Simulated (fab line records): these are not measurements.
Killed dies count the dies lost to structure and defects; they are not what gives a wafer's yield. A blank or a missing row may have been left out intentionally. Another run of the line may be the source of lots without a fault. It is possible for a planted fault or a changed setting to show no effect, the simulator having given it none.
Problem report in the 8D (eight disciplines) form, filled by code	flow berkeleyCmos170	the parts of the form that need people (team, actions taken, sign-off) are left out

## 1. WHAT WENT WRONG
Wafers without a fault read 700.4 nm, standard deviation 1.4; cdNm at UCB170_M2_CD_MEAS_15 reads a mean of 874.7 nm on 9 wafers belonging to 3 lots. That is +99 or more standard deviations from the usual mean.
The step: target cd 700 nm.
Seen first at day 11 07:22 on cdSem-02, wafer L257.3. The record holds 45 wafers of 15 lots with a number at this step. By rule, "out" or "out of limits" means more than 4 standard deviations away from the usual mean. All remaining wafers that have a number are taken as sound.

## 2. WHAT IT IS, WHAT IT ISN'T
question	is	is not
which readings at this step	cdNm	-
which lots	L257, L258, L259	L248, L249, L250, L253, L254, L255, L260, L265, L266, L269, L270, L271
which wafers of those lots	all that have a number	-
read on which gauges	cdSem-02	cdSem-01
when	from day 11 07:22	up to then (18 sound wafers); but 18 sound wafers of L260, L265, L266, L269, L270, L271 came after

## 3. THE SUSPECTS, EACH WITH WHAT RULES IT OUT
Counting: a tool stays on the suspect list if, at a process step up to the reading, it processed all lots that are out and no sound lot following the first of them.
- ruled out: the gauge at UCB170_M2_CD_MEAS_15. All the wafers that are out were read on cdSem-02, but those of them that UCB170_M2_PEB_13 has rows for are out there too, on other tools.
- lithoTrack-01 at UCB170_M2_PEB_13: kept. Every lot that is out went through it, starting with L257 (day 11 06:53), and after that it ran no sound lot; the last sound lot it ran before then is L255 (day 10 16:01). Its own readings are out on those wafers: heaterPowerTotalW, plateTempC.
Remaining after the count: lithoTrack-01 at UCB170_M2_PEB_13.

## 4. THE CAUSE (what the simulator had put in)
Drift in process parameters on lithoTrack-01 at UCB170_M2_PEB_13, starting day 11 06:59. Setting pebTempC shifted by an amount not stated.
Counting left only this tool.

## 5. SEQUENCE OF EFFECTS, ordered by route
Rows list readings where the struck wafers' mean (over those with a number) sits beyond 3 standard deviations from the usual. Only readings for which the record gives a usual standard deviation are gone through. hours: the time from each lot's start at the first step in this table that gives one to its start at this step, as a median over the lots. sigmas: the change in usual standard deviations.
hours	step	reading	usual	on struck wafers	change	sigmas
0	UCB170_M2_PEB_13	heaterPowerTotalW	56.80 W	48.40	-8.40	-99 or more
0	UCB170_M2_PEB_13	plateTempC	129.99 C	115.21	-14.78	-99 or more
0	UCB170_M2_CD_MEAS_15	cdNm	700.4 nm	874.7	+174.3	+99 or more
7	UCB170_M3_PROBE_99	defectLimitedYield	98.7 %	2.4	-96.3	-99 or more
7	UCB170_M3_PROBE_99	killed_at_M0_to_M3	0.9	256.5	+255.6	+99 or more
7	UCB170_M3_PROBE_99	killedDies	3.3	257.7	+254.4	+99 or more
7	UCB170_M3_PROBE_99	killedOnRim	1.0	66.8	+65.8	+71
7	UCB170_M3_PROBE_99	sort_bin_3_pad_short	0.1 %	96.8	+96.7	+99 or more
7	UCB170_M3_PROBE_99	sortNPass	260.7	6.3	-254.4	-99 or more
7	UCB170_M3_PROBE_99	sortYieldPct	98.7 %	2.4	-96.3	-99 or more
Here are the process steps it includes:
- UCB170_M2_PEB_13
- UCB170_M3_PROBE_99

## 6. WHAT WOULD HAVE CAUGHT IT SOONER
Counted from the fault's start at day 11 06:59, it took 0 hours until the first out-of-limits reading at a measuring or inspecting step in this record, taken at day 11 07:22.
The tool's own readings at UCB170_M2_PEB_13 were out on every struck wafer that the step has a row for (heaterPowerTotalW, plateTempC): an alarm limit on them would have fired on the first of those.
Among the 3 lots that are out, L259 began UCB170_M2_PEB_13 on lithoTrack-01 after day 11 07:22. A hold on the tool at that time would have spared it.
